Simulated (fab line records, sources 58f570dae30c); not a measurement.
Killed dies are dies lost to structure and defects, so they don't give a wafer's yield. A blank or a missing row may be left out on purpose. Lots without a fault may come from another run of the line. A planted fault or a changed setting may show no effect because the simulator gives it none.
fab line records | flow berkeley_cmos170
record lots=5 wafers=23
route steps=331 shown PSD@179 NSD@188 CONTACT@220 M1@238 V1@264
start_h: hours from the record's first day to the start of the lot's first wafer shown | wait_h: hours since the lot's step before | " the same as in the row above | L1.1+2: a row that stands for several wafers | - no value, or no start given | * or withheld: withheld | < > ~ a bound
route shown NAME@n: a module of which the file shows steps, and the number in the route of the first | usual: mean/standard deviation of fault-free wafers | same: alike in all rows | chamber/n: place in a boat | sites: the reading at each site | _std_site: their standard deviation | _edge_site: outer sites' mean less inner sites' | radius_mm: how far each site lies from the wafer's centre | mask NAME#n: copy n | behind: the tool/chamber that last shaped the wafer | hold: why the lot was held/for how many hours/how that ended | device: the transistor (n, p or np) that didn't switch | end of line: the same wafers' tests at the end of the route | a step without rows: its recipe alone | killed: dies lost to structure and defects at the first sort, not the wafer's yield | map: a wafer's dies, x killed, . not, _ none there
set.NAME: the setting as run; set.NAME@STEP: as run at that earlier step | model.NAME: the simulator's own value behind a step, which no gauge read
lots whose settings were changed on purpose; a table a step, a row a wafer
## steps
# step UCB170_PSD_PEB_04
# recipe peb_temp_c=130 peb_time_s=withheld resist=KrF
# columns lot.wafer tool chamber start_h wait_h set.peb_temp_c
L074.1+2+4 litho_track-01 0 177.02 0.3 130
L074.3+5 " 0 " " 131.3
L076.1+2+6 litho_track-04 0 - - 130
L080.1+2+6 litho_track-03 0 240.80 0.3 130
L080.4+5 " 0 " " 132.8
L082.2+4+6 litho_track-03 0 241.55 0.6 130
L082.3+5 " 0 " " 131.4
L085.1+2+5 litho_track-01 0 241.70 0.7 131
L085.4+6 " 0 " " 130
# step UCB170_PSD_DEVELOP_05
# recipe developer=TMAH develop_time_s=46.88 resist=KrF dev_temp_c=21
# columns lot.wafer tool chamber start_h wait_h set.peb_temp_c@PSD_PEB_04 model.PSD.cd_nm
L074.1+2+4 litho_track-01 0 - - 130 1200
L074.3+5 " 0 " " 131.3 1209
L076.1+2+6 litho_track-04 0 - - 130 1200
L080.1+6 litho_track-03 0 - - 130 1199
L080.2 " 0 " " 130 1201
L080.4+5 " 0 " " 132.8 1216
L082.2+4+6 litho_track-03 0 - - 130 1200
L082.3+5 " 0 " " 131.4 1208
L085.1 litho_track-01 0 - - 131 1207
L085.2 " 0 " " 131 1209
L085.4 " 0 " " 130 1203
L085.5 " 0 " " 131 1208
L085.6 " 0 " " 130 1201
# step UCB170_PSD_CD_MEAS_06
# recipe target_cd_nm=1200
# usual cd_nm=1200.7/1.3
# columns lot.wafer tool chamber start_h wait_h set.peb_temp_c@PSD_PEB_04 cd_nm
L074.1 cd_sem-02 - 177.29 - 130 1199.6
L074.2 " - " " 130 1199.8
L074.3 " - " " 131.3 1209.4
L074.4 " - " " 130 1200.4
L074.5 " - " " 131.3 1208.7
L076.1 cd_sem-02 - 206.69 - 130 1200.0
L076.2 " - " " 130 1200.6
L076.6 " - " " 130 1200.1
L080.1 cd_sem-01 - 241.07 - 130 1199.1
L080.2 " - " " 130 1201.2
L080.4 " - " " 132.8 1216.7
L080.5 " - " " 132.8 1216.4
L080.6 " - " " 130 1199.4
L082.2 cd_sem-01 - 241.91 - 130 1199.8
L082.3 " - " " 131.4 1207.5
L082.4 " - " " 130 1199.7
L082.5 " - " " 131.4 1208.1
L082.6 " - " " 130 1200.1
L085.1 cd_sem-01 - 242.01 - 131 1207.5
L085.2 " - " " 131 1208.6
L085.4 " - " " 130 1202.3
L085.5 " - " " 131 1208.6
L085.6 " - " " 130 1201.5
# step UCB170_NSD_COAT_01
# recipe resist=KrF spin_rpm=1500 resist_thk_nm=900
# columns lot.wafer tool chamber start_h wait_h set.resist_thk_nm model.KrF_of_NSD_COAT_01.thk_nm
L074.1 litho_track-02 0 182.14 0.1 900 897.2
L074.2 " 0 " " 900 897.4
L074.3 " 0 " " 900 894.7
L074.4 " 0 " " 871.9 869.9
L074.5 " 0 " " 871.9 870.6
L076.1 litho_track-04 0 208.84 0.1 900 901
L076.2 " 0 " " 900 901.5
L076.6 " 0 " " 900 898.6
L080.1 litho_track-04 0 242.47 0.1 900 899.3
L080.2 " 0 " " 900 900.5
L080.4+6 " 0 " " 900 901.3
L080.5 " 0 " " 900 899.9
L082.2 litho_track-04 0 243.22 0.1 876.4 877.5
L082.3 " 0 " " 900 900.8
L082.4 " 0 " " 900 900.2
L082.5 " 0 " " 900 898.1
L082.6 " 0 " " 876.4 875.5
L085.1 litho_track-03 0 243.40 0.1 900 896
L085.2 " 0 " " 900 893.4
L085.4 " 0 " " 900 896.7
L085.5 " 0 " " 900 896.3
L085.6 " 0 " " 900 896.1
# step UCB170_NSD_SOFTBAKE_02
# recipe resist=KrF temp_c=130 time_s=60
# step UCB170_NSD_EXPOSE_03
# recipe mask_id=NSELECT_MOD na=0.5 sigma_outer=0.6 source_shape=conventional target_cd_nm=1200 dose_mj=30
# step UCB170_NSD_IMPLANT_08
# recipe species=P dose_cm2=3e+15 energy_kev=40 tilt_deg=7
# step UCB170_NSD_STRIP_09
# recipe chemistry=O2 power_w=400 pressure_mtorr=3500 platen_temp_c=withheld o2_flow_sccm=400 overash_fraction=0.5
# usual strip_time_to_endpoint_s=35.76/0.06
# columns lot.wafer tool chamber start_h wait_h set.resist_thk_nm@NSD_COAT_01 strip_time_to_endpoint_s
L074.1 plasma_asher-02 1 183.87 0.1 900 35.74
L074.2 " 0 " " 900 35.73
L074.3 " 1 " " 900 35.67
L074.4 " 0 " " 871.9 35.09
L074.5 " 0 " " 871.9 35.12
L076.1 plasma_asher-04 1 210.22 0.1 900 35.85
L076.2 " 0 " " 900 35.86
L076.6 " 1 " " 900 35.77
L080.1 plasma_asher-02 0 244.28 0.1 900 35.75
L080.2 " 1 " " 900 35.84
L080.4 " 1 " " 900 35.80
L080.5 " 0 " " 900 35.82
L080.6 " 1 " " 900 35.84
L082.2 plasma_asher-01 1 244.81 0.1 876.4 35.28
L082.3 " 0 " " 900 35.83
L082.4 " 1 " " 900 35.86
L082.5 " 0 " " 900 35.79
L082.6 " 1 " " 876.4 35.23
L085.1 plasma_asher-04 1 245.01 0.1 900 35.73
L085.2 " 0 " " 900 35.62
L085.4 " 1 " " 900 35.70
L085.5 " 1 " " 900 35.76
L085.6 " 0 " " 900 35.73
# step UCB170_CONTACT_COAT_04
# recipe resist=KrF spin_rpm=1500 resist_thk_nm=900
# columns lot.wafer tool chamber start_h wait_h set.resist_thk_nm model.KrF_of_CONTACT_COAT_04.thk_nm
L074.1 litho_track-01 0 189.78 0.1 900 900.3
L074.2 " 0 " " 900 898.3
L074.3 " 0 " " 900 898.2
L074.4 " 0 " " 900 897.9
L074.5 " 0 " " 900 900.6
L076.1 litho_track-01 0 214.86 0.1 900 899.6
L076.2 " 0 " " 900 900
L076.6 " 0 " " 900 900.1
L085.1 litho_track-01 0 250.79 0.1 900 898.7
L085.2 " 0 " " 932.3 931.2
L085.4 " 0 " " 900 898.9
L085.5 " 0 " " 932.3 931.3
L085.6 " 0 " " 932.3 930
L082.2 litho_track-03 0 250.81 0.1 900 898.8
L082.3 " 0 " " 900 901.9
L082.4 " 0 " " 939 935.9
L082.5 " 0 " " 939 936.5
L082.6 " 0 " " 939 937.5
L080.1 litho_track-02 0 250.84 0.1 938.4 937.6
L080.2 " 0 " " 900 898.5
L080.4 " 0 " " 900 900.3
L080.5 " 0 " " 900 899
L080.6 " 0 " " 938.4 938.4
# step UCB170_CONTACT_SOFTBAKE_05
# recipe resist=KrF temp_c=130 time_s=60
# columns lot.wafer tool chamber start_h wait_h set.time_s
L074.1+2+5 litho_track-01 0 189.93 0.1 57.49
L074.3+4 " 0 " " 60
L076.1+2+6 litho_track-01 0 215.01 0.1 60
L085.1+2+6 litho_track-01 0 250.94 0.1 54.94
L085.4+5 " 0 " " 60
L082.2+4 litho_track-03 0 250.96 0.1 67.52
L082.3+5+6 " 0 " " 60
L080.1+2+5 litho_track-02 0 250.99 0.1 52.31
L080.4+6 " 0 " " 60
# step UCB170_CONTACT_STRIP_06
# recipe chemistry=O2 power_w=400 pressure_mtorr=3500 platen_temp_c=withheld o2_flow_sccm=400 overash_fraction=0.5
# usual strip_time_to_endpoint_s=21.96/0.047
# columns lot.wafer tool chamber start_h wait_h set.resist_thk_nm@CONTACT_COAT_04 strip_time_to_endpoint_s
L074.1 plasma_asher-04 1 190.08 0.1 900 21.98
L074.2 " 0 " " 900 21.93
L074.3 " 0 " " 900 21.93
L074.4 " 1 " " 900 21.92
L074.5 " 0 " " 900 21.99
L076.1 plasma_asher-03 1 215.16 0.1 900 21.95
L076.2 " 0 " " 900 21.97
L076.6 " 0 " " 900 21.96
L082.2 plasma_asher-04 1 251.09 0.1 900 21.93
L082.3 " 1 " " 900 22.03
L082.4 " 0 " " 939 22.80
L082.5 " 1 " " 939 22.86
L082.6 " 0 " " 939 22.87
L085.1 plasma_asher-01 0 251.09 0.1 900 21.96
L085.2 " 1 " " 932.3 22.72
L085.4 " 1 " " 900 21.94
L085.5 " 1 " " 932.3 22.73
L085.6 " 0 " " 932.3 22.69
L080.1 plasma_asher-03 1 251.14 0.1 938.4 22.87
L080.2 " 0 " " 900 21.94
L080.4 " 0 " " 900 21.95
L080.5 " 1 " " 900 21.96
L080.6 " 0 " " 938.4 22.87
# step UCB170_M1_SPUTTER_00
# recipe material=Al target_thk_nm=600 time_s=80 power_w=6000 chamber_pressure_pa=0.5
# columns lot.wafer tool chamber start_h wait_h set.power_w model.Al_of_M1_SPUTTER_00.thk_nm
L074.1 pvd_sputter-01 - 192.14 0.0 6000 606.7
L074.2 " - " " 6000 607.5
L074.3 " - " " 6000 593.2
L074.4 " - " " 6000 591.2
L074.5 " - " " 6000 604
L076.1 pvd_sputter-01 - 217.44 0.0 6000 603.7
L076.2 " - " " 6000 597.3
L076.6 " - " " 6000 597.8
L085.1 pvd_sputter-01 - 253.43 0.0 6000 614.8
L085.2 " - " " 6000 606.7
L085.4 " - " " 6000 599.9
L085.5 " - " " 6000 612
L085.6 " - " " 6000 601.3
L082.2 pvd_sputter-03 - 253.61 0.0 6450 652.6
L082.3 " - " " 6000 602.8
L082.4 " - " " 6000 600.7
L082.5 " - " " 6450 650.9
L082.6 " - " " 6000 601.3
L080.1 pvd_sputter-02 - 253.73 0.0 5578 558.1
L080.2 " - " " 6000 607.7
L080.4 " - " " 5578 561.2
L080.5 " - " " 6000 611.8
L080.6 " - " " 5578 567.1
# step UCB170_M1_RS_MEAS_01
# recipe thk_meas_gauge=four-point-probe reads=Al_of_M1_SPUTTER_00
# usual M1_AL_RS=0.0483/0.00064
# columns lot.wafer tool chamber start_h wait_h set.power_w@M1_SPUTTER_00 M1_AL_RS[ohm/sq]
L074.1 film_metro-04 - 192.20 0.0 6000 0.0479
L074.2 " - " " 6000 0.0478
L074.3 " - " " 6000 0.0489
L074.4 " - " " 6000 0.0491
L074.5 " - " " 6000 0.0481
L076.1 film_metro-01 - 217.51 0.0 6000 0.0483
L076.2 " - " " 6000 0.0488
L076.6 " - " " 6000 0.0488
L085.1 film_metro-01 - 253.49 0.0 6000 0.0474
L085.2 " - " " 6000 0.0480
L085.4 " - " " 6000 0.0485
L085.5 " - " " 6000 0.0477
L085.6 " - " " 6000 0.0485
L082.2 film_metro-02 - 253.69 0.1 6450 0.0445
L082.3 " - " " 6000 0.0484
L082.4 " - " " 6000 0.0485
L082.5 " - " " 6450 0.0446
L082.6 " - " " 6000 0.0484
L080.1 film_metro-01 - 253.79 0.0 5578 0.0521
L080.2 " - " " 6000 0.0480
L080.4 " - " " 5578 0.0520
L080.5 " - " " 6000 0.0475
L080.6 " - " " 5578 0.0514
# step UCB170_M1_THK_MEAS_02
# recipe thk_meas_gauge=xrf reads=Al_of_M1_SPUTTER_00
# usual M1_AL_THK=604/7.9
# columns lot.wafer tool chamber start_h wait_h set.power_w@M1_SPUTTER_00 M1_AL_THK[nm]
L074.1 film_metro-04 - 192.32 0.1 6000 613
L074.2 " - " " 6000 605
L074.3 " - " " 6000 594
L074.4 " - " " 6000 593
L074.5 " - " " 6000 605
L076.1 film_metro-01 - 217.63 0.1 6000 602
L076.2 " - " " 6000 599
L076.6 " - " " 6000 599
L085.1 film_metro-01 - 253.61 0.1 6000 617
L085.2 " - " " 6000 608
L085.4 " - " " 6000 602
L085.5 " - " " 6000 612
L085.6 " - " " 6000 607
L082.2 film_metro-02 - 253.80 0.1 6450 655
L082.3 " - " " 6000 607
L082.4 " - " " 6000 601
L082.5 " - " " 6450 652
L082.6 " - " " 6000 605
L080.1 film_metro-01 - 253.91 0.1 5578 560
L080.2 " - " " 6000 607
L080.4 " - " " 5578 564
L080.5 " - " " 6000 612
L080.6 " - " " 5578 566
# step UCB170_M1_COAT_03
# recipe resist=BARC temp_c=withheld time_s=withheld spin_rpm=3000 resist_thk_nm=withheld
# step UCB170_M1_COAT_04
# recipe resist=KrF spin_rpm=1500 resist_thk_nm=900
# step UCB170_M1_ETCH_11
# recipe chemistry=N2/H2 target_depth_a=withheld overetch_a=withheld target=BARC time_s=withheld source_w=500 bias_w=100 pressure_mtorr=30 n2_flow_sccm=100 h2_flow_sccm=200
# step UCB170_M1_METAL_ETCH_12
# recipe chemistry=Cl2/BCl3 target=Al stop_on=PSG pressure_mtorr=12 target_depth_a=7800 over_etch_frac=0.3 time_s=130 icp_w=600 bias_w=120 Cl2_flow_sccm=90 bcl3_flow_sccm=45
# usual oes_product_au=0.860/0.013
# columns lot.wafer tool chamber start_h wait_h set.power_w@M1_SPUTTER_00 oes_product_au
L074.1 rie_metal-01 1 193.54 - 6000 0.862
L074.2 " 0 " " 6000 0.861
L074.3 " 0 " " 6000 0.850
L074.4 " 1 " " 6000 0.859
L074.5 " 1 " " 6000 0.866
L076.1 rie_metal-04 1 218.85 - 6000 0.866
L076.2 " 0 " " 6000 0.839
L076.6 " 1 " " 6000 0.866
L085.1 rie_metal-02 1 256.77 - 6000 0.869
L085.2 " 0 " " 6000 0.877
L085.4 " 1 " " 6000 0.861
L085.5 " 1 " " 6000 0.866
L085.6 " 0 " " 6000 0.877
L082.2 rie_metal-01 1 257.17 - 6450 0.898
L082.3 " 1 " " 6000 0.861
L082.4 " 0 " " 6000 0.858
L082.5 " 0 " " 6450 0.900
L082.6 " 1 " " 6000 0.847
L080.1 rie_metal-04 0 257.41 - 5578 0.812
L080.2 " 1 " " 6000 0.861
L080.4 " 0 " " 5578 0.804
L080.5 " 0 " " 6000 0.850
L080.6 " 1 " " 5578 0.834
# step UCB170_V1_PEB_10
# recipe peb_temp_c=130 peb_time_s=withheld resist=KrF
# columns lot.wafer tool chamber start_h wait_h set.peb_temp_c
L074.1+4+5 litho_track-02 0 197.28 0.1 126.4
L074.2+3 " 0 " " 130
L076.1+2+6 litho_track-02 0 223.82 0.6 130
L085.1+5 litho_track-03 0 - - 130
L085.2+4+6 " 0 " " 131
L082.2+6 litho_track-02 0 - - 133.3
L082.3+4+5 " 0 " " 130
L080.1+2 litho_track-03 0 - - 130
L080.4+5+6 " 0 " " 131.1
# step UCB170_V1_DEVELOP_11
# recipe developer=TMAH develop_time_s=45 resist=KrF dev_temp_c=21
# step UCB170_V1_CD_MEAS_12
# recipe target_cd_nm=700
# usual cd_nm=700.2/1.4
# columns lot.wafer tool chamber start_h wait_h set.peb_temp_c@V1_PEB_10 cd_nm
L074.1 cd_sem-01 - 197.56 - 126.4 673.5
L074.2 " - " " 130 700.4
L074.3 " - " " 130 700.5
L074.4 " - " " 126.4 672.2
L074.5 " - " " 126.4 672.4
L076.1 cd_sem-02 - 224.09 - 130 700.2
L076.2 " - " " 130 700.6
L076.6 " - " " 130 699.1
L085.1 cd_sem-02 - 264.87 - 130 702.0
L085.2 " - " " 131 705.6
L085.4 " - " " 131 706.9
L085.5 " - " " 130 699.4
L085.6 " - " " 131 706.4
L082.2 cd_sem-02 - 265.13 - 133.3 717.4
L082.3 " - " " 130 698.1
L082.4 " - " " 130 698.3
L082.5 " - " " 130 698.4
L082.6 " - " " 133.3 717.7
L080.1 cd_sem-01 - 265.15 - 130 701.8
L080.2 " - " " 130 701.4
L080.4 " - " " 131.1 709.3
L080.5 " - " " 131.1 708.4
L080.6 " - " " 131.1 707.9
# step UCB170_V1_ETCH_14
# recipe chemistry=CHF3/CF4/Ar target=SiO2 stop_on=Al CHF3_flow_sccm=45 cf4_flow_sccm=15 Ar_flow_sccm=150 pressure_mtorr=200 rf_w=700 target_depth_a=12500 over_etch_frac=0.25 time_s=291
# columns lot.wafer tool chamber start_h wait_h set.peb_temp_c@V1_PEB_10 model.V1.cd_nm
L074.1 rie_diel-04 2 197.71 0.0 126.4 672.7
L074.2 " 3 " " 130 700.2
L074.3 " 0 " " 130 699
L074.4 " 0 " " 126.4 670.3
L074.5 " 3 " " 126.4 672.3
L076.1 rie_diel-03 1 224.25 0.0 130 699.5
L076.2 " 3 " " 130 701.7
L076.6 " 0 " " 130 700.4
L085.1 rie_diel-02 3 265.03 0.0 130 702.3
L085.2 " 2 " " 131 704.8
L085.4 " 1 " " 131 706.9
L085.5 " 1 " " 130 700.5
L085.6 " 2 " " 131 706.2
L082.2 rie_diel-03 2 265.27 0.0 133.3 717.9
L082.3 " 0 " " 130 698.9
L082.4 " 1 " " 130 698
L082.5 " 3 " " 130 698.8
L082.6 " 2 " " 133.3 717.6
L080.1 rie_diel-04 0 265.31 0.0 130 702.3
L080.2 " 2 " " 130 702
L080.4 " 3 " " 131.1 709.1
L080.5 " 1 " " 131.1 709.7
L080.6 " 0 " " 131.1 707.8
# step UCB170_V1_STRIP_15
# recipe chemistry=O2 power_w=400 pressure_mtorr=3500 platen_temp_c=withheld o2_flow_sccm=400 overash_fraction=0.5
# step UCB170_V1_CD_MEAS_90
# recipe target_cd_nm=700
# usual cd_nm=700.2/1.6
# columns lot.wafer tool chamber start_h wait_h set.peb_temp_c@V1_PEB_10 cd_nm
L074.1 cd_sem-02 - 197.99 0.1 126.4 672.6
L074.2 " - " " 130 700.3
L074.3 " - " " 130 699.0
L074.4 " - " " 126.4 670.3
L074.5 " - " " 126.4 672.5
L076.1 cd_sem-01 - 224.53 0.1 130 699.2
L076.2 " - " " 130 701.6
L076.6 " - " " 130 700.3
L085.1 cd_sem-01 - 265.30 0.1 130 702.0
L085.2 " - " " 131 704.7
L085.4 " - " " 131 706.8
L085.5 " - " " 130 700.9
L085.6 " - " " 131 706.0
L082.2 cd_sem-02 - 265.56 0.1 133.3 718.0
L082.3 " - " " 130 698.9
L082.4 " - " " 130 697.8
L082.5 " - " " 130 699.4
L082.6 " - " " 133.3 717.4
L080.1 cd_sem-01 - 265.66 0.1 130 702.1
L080.2 " - " " 130 702.4
L080.4 " - " " 131.1 709.0
L080.5 " - " " 131.1 709.6
L080.6 " - " " 131.1 707.4
## key
split step=UCB170_PSD_PEB_04 setting=peb_temp_c stated=130 by=wafer
response step=UCB170_PSD_DEVELOP_05 reading=model.PSD.cd_nm change=+7.83 per=1% r=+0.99
response step=UCB170_PSD_CD_MEAS_06 reading=cd_nm change=+7.91 per=1% r=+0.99
split step=UCB170_NSD_COAT_01 setting=resist_thk_nm stated=900 by=wafer
response step=UCB170_NSD_COAT_01 reading=model.KrF_of_NSD_COAT_01.thk_nm change=+8.57 per=1% r=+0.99
response step=UCB170_NSD_STRIP_09 reading=strip_time_to_endpoint_s change=* per=1% r=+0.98
split step=UCB170_CONTACT_COAT_04 setting=resist_thk_nm stated=900 by=wafer
response step=UCB170_CONTACT_COAT_04 reading=model.KrF_of_CONTACT_COAT_04.thk_nm change=+8.77 per=1% r=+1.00
response step=UCB170_CONTACT_STRIP_06 reading=strip_time_to_endpoint_s change=* per=1% r=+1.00
split step=UCB170_CONTACT_SOFTBAKE_05 setting=time_s stated=60 by=wafer
response none clear
split step=UCB170_M1_SPUTTER_00 setting=power_w stated=6000 by=wafer
response step=UCB170_M1_SPUTTER_00 reading=model.Al_of_M1_SPUTTER_00.thk_nm change=+6.72 per=1% r=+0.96
response step=UCB170_M1_RS_MEAS_01 reading=M1_AL_RS change=-0.000544 per=1% r=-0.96
response step=UCB170_M1_THK_MEAS_02 reading=M1_AL_THK change=+6.56 per=1% r=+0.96
response step=UCB170_M1_METAL_ETCH_12 reading=oes_product_au change=+0.00567 per=1% r=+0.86
split step=UCB170_V1_PEB_10 setting=peb_temp_c stated=130 by=wafer
response step=UCB170_V1_CD_MEAS_12 reading=cd_nm change=+8.81 per=1% r=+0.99
response step=UCB170_V1_ETCH_14 reading=model.V1.cd_nm change=+8.75 per=1% r=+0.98
response step=UCB170_V1_CD_MEAS_90 reading=cd_nm change=+8.7 per=1% r=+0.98
